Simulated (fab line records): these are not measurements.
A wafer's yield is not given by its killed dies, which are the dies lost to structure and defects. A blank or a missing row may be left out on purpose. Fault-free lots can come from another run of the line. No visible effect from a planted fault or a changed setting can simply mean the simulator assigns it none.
Split-lot study / flow rit-cmos / route with 202 steps; 5 lots, 23 wafers read

THE SPLIT ITSELF
At RIT_FOX1_OXIDATION_00 (target thk 350.7 nm, ox time 1130 s), the setting temp-c was moved away from the recipe's 1100 C on 10 of the 23 wafers read, by +0.8% to +2.7%. For the rest of the wafers, this setting stayed at what the recipe calls for.

There is no step in the file separating the split from the reading.

THE READING
FOX1_OXIDE_THK at RIT_FOX1_THK_MEAS_01, in nm. On this fab line, fault-free wafers typically give 349 nm with a standard deviation of 6.1 nm.

wafer=L076.1; tool, chamber at the split=-, -; temp-c as run, C=1100; against the recipe=recipe; FOX1_OXIDE_THK, nm=348; against lot-mates on the recipe=-
wafer=L076.2; tool, chamber at the split=-, -; temp-c as run, C=1100; against the recipe=recipe; FOX1_OXIDE_THK, nm=356; against lot-mates on the recipe=-
wafer=L076.4; tool, chamber at the split=-, -; temp-c as run, C=1100; against the recipe=recipe; FOX1_OXIDE_THK, nm=350; against lot-mates on the recipe=-
wafer=L076.5; tool, chamber at the split=-, -; temp-c as run, C=1100; against the recipe=recipe; FOX1_OXIDE_THK, nm=355; against lot-mates on the recipe=-
wafer=L076.6; tool, chamber at the split=-, -; temp-c as run, C=1100; against the recipe=recipe; FOX1_OXIDE_THK, nm=352; against lot-mates on the recipe=-
wafer=L077.2; tool, chamber at the split=-, -; temp-c as run, C=1109; against the recipe=+0.8%; FOX1_OXIDE_THK, nm=371; against lot-mates on the recipe=no lot-mate on the recipe
wafer=L077.3; tool, chamber at the split=-, -; temp-c as run, C=1109; against the recipe=+0.8%; FOX1_OXIDE_THK, nm=365; against lot-mates on the recipe=no lot-mate on the recipe
wafer=L077.4; tool, chamber at the split=-, -; temp-c as run, C=1109; against the recipe=+0.8%; FOX1_OXIDE_THK, nm=365; against lot-mates on the recipe=no lot-mate on the recipe
wafer=L077.5; tool, chamber at the split=-, -; temp-c as run, C=1109; against the recipe=+0.8%; FOX1_OXIDE_THK, nm=369; against lot-mates on the recipe=no lot-mate on the recipe
wafer=L077.6; tool, chamber at the split=-, -; temp-c as run, C=1109; against the recipe=+0.8%; FOX1_OXIDE_THK, nm=364; against lot-mates on the recipe=no lot-mate on the recipe
wafer=L081.3; tool, chamber at the split=furnace-04, 0; temp-c as run, C=1100; against the recipe=recipe; FOX1_OXIDE_THK, nm=357; against lot-mates on the recipe=-
wafer=L081.4; tool, chamber at the split=furnace-04, 0; temp-c as run, C=1100; against the recipe=recipe; FOX1_OXIDE_THK, nm=357; against lot-mates on the recipe=-
wafer=L081.5; tool, chamber at the split=furnace-04, 0; temp-c as run, C=1100; against the recipe=recipe; FOX1_OXIDE_THK, nm=346; against lot-mates on the recipe=-
wafer=L082.1; tool, chamber at the split=-, -; temp-c as run, C=1130; against the recipe=+2.7%; FOX1_OXIDE_THK, nm=398; against lot-mates on the recipe=no lot-mate on the recipe
wafer=L082.2; tool, chamber at the split=-, -; temp-c as run, C=1130; against the recipe=+2.7%; FOX1_OXIDE_THK, nm=394; against lot-mates on the recipe=no lot-mate on the recipe
wafer=L082.3; tool, chamber at the split=-, -; temp-c as run, C=1130; against the recipe=+2.7%; FOX1_OXIDE_THK, nm=392; against lot-mates on the recipe=no lot-mate on the recipe
wafer=L082.5; tool, chamber at the split=-, -; temp-c as run, C=1130; against the recipe=+2.7%; FOX1_OXIDE_THK, nm=397; against lot-mates on the recipe=no lot-mate on the recipe
wafer=L082.6; tool, chamber at the split=-, -; temp-c as run, C=1130; against the recipe=+2.7%; FOX1_OXIDE_THK, nm=399; against lot-mates on the recipe=no lot-mate on the recipe
wafer=L083.1; tool, chamber at the split=-, -; temp-c as run, C=1100; against the recipe=recipe; FOX1_OXIDE_THK, nm=353; against lot-mates on the recipe=-
wafer=L083.2; tool, chamber at the split=-, -; temp-c as run, C=1100; against the recipe=recipe; FOX1_OXIDE_THK, nm=352; against lot-mates on the recipe=-
wafer=L083.3; tool, chamber at the split=-, -; temp-c as run, C=1100; against the recipe=recipe; FOX1_OXIDE_THK, nm=353; against lot-mates on the recipe=-
wafer=L083.5; tool, chamber at the split=-, -; temp-c as run, C=1100; against the recipe=recipe; FOX1_OXIDE_THK, nm=352; against lot-mates on the recipe=-
wafer=L083.6; tool, chamber at the split=-, -; temp-c as run, C=1100; against the recipe=recipe; FOX1_OXIDE_THK, nm=357; against lot-mates on the recipe=-

FIT RESULTS
A straight line over all 23 wafers: FOX1_OXIDE_THK changes by +15.8 nm for each +1% of temp-c; r = +0.98; the points scatter about the line by 3.2 nm.
Too few moved wafers have a lot-mate on the recipe to fit a line with each lot's own level taken away.

THE WHOLE CHAIN: every reading that the file lists as answering this split, in the file's order
step=RIT_FOX1_OXIDATION_00; what it does=target thk 350.7 nm, ox time 1130 s; reading=SiO2_of_FOX1_OXIDATION_00.thk-nm (the simulator's own value, which no gauge read); change (the file's fit)=+15.9 nm for each +1% of the setting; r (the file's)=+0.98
step=RIT_FOX1_THK_MEAS_01; what it does=; reading=FOX1_OXIDE_THK; change (the file's fit)=+15.9 for each +1% of the setting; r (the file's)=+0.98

FILE'S OWN FIT
FOX1_OXIDE_THK changes by +15.9 nm for each +1% of temp-c, r = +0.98.
